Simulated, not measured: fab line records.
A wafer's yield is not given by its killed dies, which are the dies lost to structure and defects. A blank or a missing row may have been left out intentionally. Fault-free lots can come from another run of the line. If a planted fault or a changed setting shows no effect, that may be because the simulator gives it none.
Chamber matching	flow berkeley-cmos170	pecvd-04 running UCB170_SPACER_CVD_00: 3 sister chambers
The step deposits SiO2 from TEOS/O2, target thk 376 nm, time 47 s. 6 wafers are shown with their chamber, then 7 later ones without.

WAFERS WITH THEIR CHAMBER
wafer	chamber	heater-power-w (W)	pressure-mtorr (mTorr)
L739.1	1	199	9026
L739.4	1	202	9012
L742.4	0	294	9031
L742.6	2	239	9020
L743.2	0	269	8977
L743.3	2	331	8981

WAFERS WITH NO CHAMBER GIVEN
wafer	heater-power-w (W)	pressure-mtorr (mTorr)
L743.4	274	8984
L746.1	279	8995
L746.5	314	8984
L746.6	291	8982
L747.1	245	9010
L747.2	235	9018
L747.4	282	9005

WHICH CHAMBER EACH WENT THROUGH
wafer	from the rows above	in truth
L743.4	can't be placed: 2 or 0 or 1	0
L746.1	can't be placed: 2 or 0 or 1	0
L746.5	can't be placed: 2 or 0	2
L746.6	can't be placed: 2 or 0 or 1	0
L747.1	can't be placed: 0 or 2 or 1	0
L747.2	can't be placed: 1 or 0 or 2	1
L747.4	can't be placed: 0 or 2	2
Placed correctly: 0 of 7. Cannot be placed on the basis of these rows: 7; the candidates contain the true chamber in 7. Number placed wrongly: 0.
How it was worked out, from the rows above alone: a wafer's distance from a chamber is the root of the sum, over the readings, of the square of ((its reading less the chamber's mean) divided by the reading's scatter). The wafer belongs to the nearest chamber; if the next one is less than 2 further off, it can't be placed. Each chamber's mean is taken over the wafers shown for it. The scatter: the root of (the sum of the squares of (reading less its chamber's mean) over the shown wafers, divided by (wafers less chambers)).
